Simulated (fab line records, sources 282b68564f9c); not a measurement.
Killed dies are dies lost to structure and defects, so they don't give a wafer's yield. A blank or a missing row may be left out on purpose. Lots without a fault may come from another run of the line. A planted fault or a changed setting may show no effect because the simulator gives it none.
Split-lot experiment | flow rit_cmos | 5 lots, 27 wafers read, on a route of 202 steps

THE SPLIT
At RIT_GATE_OXIDATION_05 (target thk 3 nm, ox time 270 s), the setting ox_time_s was moved away from the recipe's 270 s on 12 of the 27 wafers read, by +43.4% to +59.5%. The other wafers ran this setting at the recipe's value.

FROM THE SPLIT TO THE READING: what the file shows between them, 1 step
- RIT_GATE_ANNEAL_06: time 600 s

THE READING
GATE_OXIDE_THK, in nm, at RIT_GATE_THK_MEAS_07. Fault-free wafers of this fab line usually give 3.02 nm, standard deviation 0.062 nm.

wafer  | tool, chamber at the split | ox_time_s as run, s | against the recipe | GATE_OXIDE_THK, nm | against lot-mates on the recipe
L074.1 | -, -                       | 430.6               | +59.5%             | 4.11               | no lot-mate on the recipe
L074.2 | -, -                       | 430.6               | +59.5%             | 4.23               | no lot-mate on the recipe
L074.3 | -, -                       | 430.6               | +59.5%             | 4.24               | no lot-mate on the recipe
L074.4 | -, -                       | 430.6               | +59.5%             | 4.22               | no lot-mate on the recipe
L074.5 | -, -                       | 430.6               | +59.5%             | 4.22               | no lot-mate on the recipe
L074.6 | -, -                       | 430.6               | +59.5%             | 4.31               | no lot-mate on the recipe
L075.1 | -, -                       | 270                 | recipe             | 2.99               | -
L075.2 | -, -                       | 270                 | recipe             | 2.97               | -
L075.3 | -, -                       | 270                 | recipe             | 2.96               | -
L075.4 | -, -                       | 270                 | recipe             | 2.92               | -
L075.5 | -, -                       | 270                 | recipe             | 2.99               | -
L075.6 | -, -                       | 270                 | recipe             | 3.02               | -
L076.1 | -, -                       | 387.1               | +43.4%             | 4.02               | no lot-mate on the recipe
L076.2 | -, -                       | 387.1               | +43.4%             | 4.05               | no lot-mate on the recipe
L076.3 | -, -                       | 387.1               | +43.4%             | 4.10               | no lot-mate on the recipe
L076.4 | -, -                       | 387.1               | +43.4%             | 4.06               | no lot-mate on the recipe
L076.5 | -, -                       | 387.1               | +43.4%             | 4.02               | no lot-mate on the recipe
L076.6 | -, -                       | 387.1               | +43.4%             | 4.06               | no lot-mate on the recipe
L081.2 | furnace-03, 0              | 270                 | recipe             | 2.96               | -
L081.4 | furnace-03, 0              | 270                 | recipe             | 2.97               | -
L081.6 | furnace-03, 0              | 270                 | recipe             | 2.96               | -
L085.1 | -, -                       | 270                 | recipe             | 3.09               | -
L085.2 | -, -                       | 270                 | recipe             | 3.01               | -
L085.3 | -, -                       | 270                 | recipe             | 3.05               | -
L085.4 | -, -                       | 270                 | recipe             | 3.04               | -
L085.5 | -, -                       | 270                 | recipe             | 3.04               | -
L085.6 | -, -                       | 270                 | recipe             | 2.92               | -

THE FIT
A straight line over all 27 wafers: GATE_OXIDE_THK changes by +0.0218 nm for each +1% of ox_time_s; r = +0.99; the points scatter about the line by 0.08 nm.
Too few moved wafers have a lot-mate on the recipe to fit a line with each lot's own level taken away.

THE WHOLE CHAIN: every reading that the file lists as answering this split, in the file's order
step                  | what it does                   | reading                                                                           | change (the file's fit)                | r (the file's)
RIT_GATE_OXIDATION_05 | target thk 3 nm, ox time 270 s | SiO2_of_GATE_OXIDATION_05.thk_nm (the simulator's own value, which no gauge read) | +0.0217 nm for each +1% of the setting | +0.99
RIT_GATE_THK_MEAS_07  |                                | GATE_OXIDE_THK                                                                    | +0.0217 for each +1% of the setting    | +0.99
RIT_M1_PROBE_99       |                                | etest.pmos_0p3.r_on_ohm_um (the simulator's own value, which no gauge read)       | +35.5 for each +1% of the setting      | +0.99
RIT_M1_PROBE_99       |                                | etest.pmos_turned.r_on_ohm_um (the simulator's own value, which no gauge read)    | +9.33 for each +1% of the setting      | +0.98
RIT_M1_PROBE_99       |                                | etest.nmos_0p3.r_on_ohm_um (the simulator's own value, which no gauge read)       | +10.8 for each +1% of the setting      | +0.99
RIT_M1_PROBE_99       |                                | etest.pmos_0p15.r_on_ohm_um (the simulator's own value, which no gauge read)      | +7.52 for each +1% of the setting      | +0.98
RIT_M1_PROBE_99       |                                | etest.nmos_0p15.drive_ua_um (the simulator's own value, which no gauge read)      | -1.78 for each +1% of the setting      | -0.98

THE FILE'S OWN FIT
GATE_OXIDE_THK changes by +0.0217 nm for each +1% of ox_time_s, r = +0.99.
